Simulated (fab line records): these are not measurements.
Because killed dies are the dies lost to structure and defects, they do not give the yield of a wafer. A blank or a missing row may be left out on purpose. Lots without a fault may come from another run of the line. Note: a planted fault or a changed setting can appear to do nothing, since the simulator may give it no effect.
The tool behind it: which one? | flow berkeley cmos170 | Sampling: 7 lots, 21 wafers, 3 of 331 route steps

WHAT EACH GAUGE READ, for each wafer
UCB170_WELLDRIVE_THK_MEAS_02.
lot  | measured    | on            | WELLDRIVE_OXIDE_THK (nm)
L534 | day 4 11:01 | film metro-03 | 201 202 202
L536 | day 5 01:54 | film metro-03 | 199 200 200
L538 | day 4 21:05 | film metro-03 | 194 199 196
L541 | day 6 02:02 | film metro-01 | 200 201 199
L551 | day 8 19:13 | film metro-01 | 199 197 196
L552 | day 8 19:16 | film metro-04 | 206 202 202
L554 | day 9 02:57 | film metro-01 | 207 204 202

WHICH TOOL RAN EACH LOT (tool, then ch and the chambers of the sampled wafers, then the start)
lot  | UCB170_ZERO_ETCH_06               | UCB170_WELLDRIVE_OXIDATION_01
L534 | rie diel-02 ch 1,2,3, day 2 13:13 | furnace-02 ch 0, day 4 07:29
L536 | rie diel-04 ch 0,2,3, day 3 02:48 | furnace-01 ch 0, day 4 22:24
L538 | rie diel-02 ch 0,1,2, day 3 04:30 | furnace-01 ch 0, day 4 17:34
L541 | rie diel-02 ch 0,1, day 4 02:16   | furnace-01 ch 0, day 5 22:31
L551 | rie diel-04 ch 0,3, day 5 23:23   | furnace-02 ch 0, day 8 15:42
L552 | rie diel-03 ch 0,2,3, day 6 12:23 | furnace-02 ch 0, day 8 15:42
L554 | rie diel-04 ch 0,1,2, day 6 16:52 | furnace-02 ch 0, day 8 23:27
- UCB170_ZERO_ETCH_06: etches SiO2 in CHF3/CF4/Ar, time 12 s.
- UCB170_WELLDRIVE_OXIDATION_01: target thk 199 nm, ox time 9000 s.

THE ANSWER, worked out from the rows above alone
Rule: what is usual is taken from the lots themselves. Put in order of their means at a reading, lots are off if they are a third of the lots or fewer, leave a main group of 4 or more, and stand apart from it by a gap of 3 or more times the standard deviation of the main group's means; of several such gaps the widest counts. Not used: any main group whose means are identical at the precision the tables above print for the reading. A lot without any number at a reading at which 4 lots or more have one is off too. All remaining lots with rows at the step are treated as sound.
None of the lots is off at any reading shown; this tells nothing.

WHAT THE SIMULATOR HAD INSERTED
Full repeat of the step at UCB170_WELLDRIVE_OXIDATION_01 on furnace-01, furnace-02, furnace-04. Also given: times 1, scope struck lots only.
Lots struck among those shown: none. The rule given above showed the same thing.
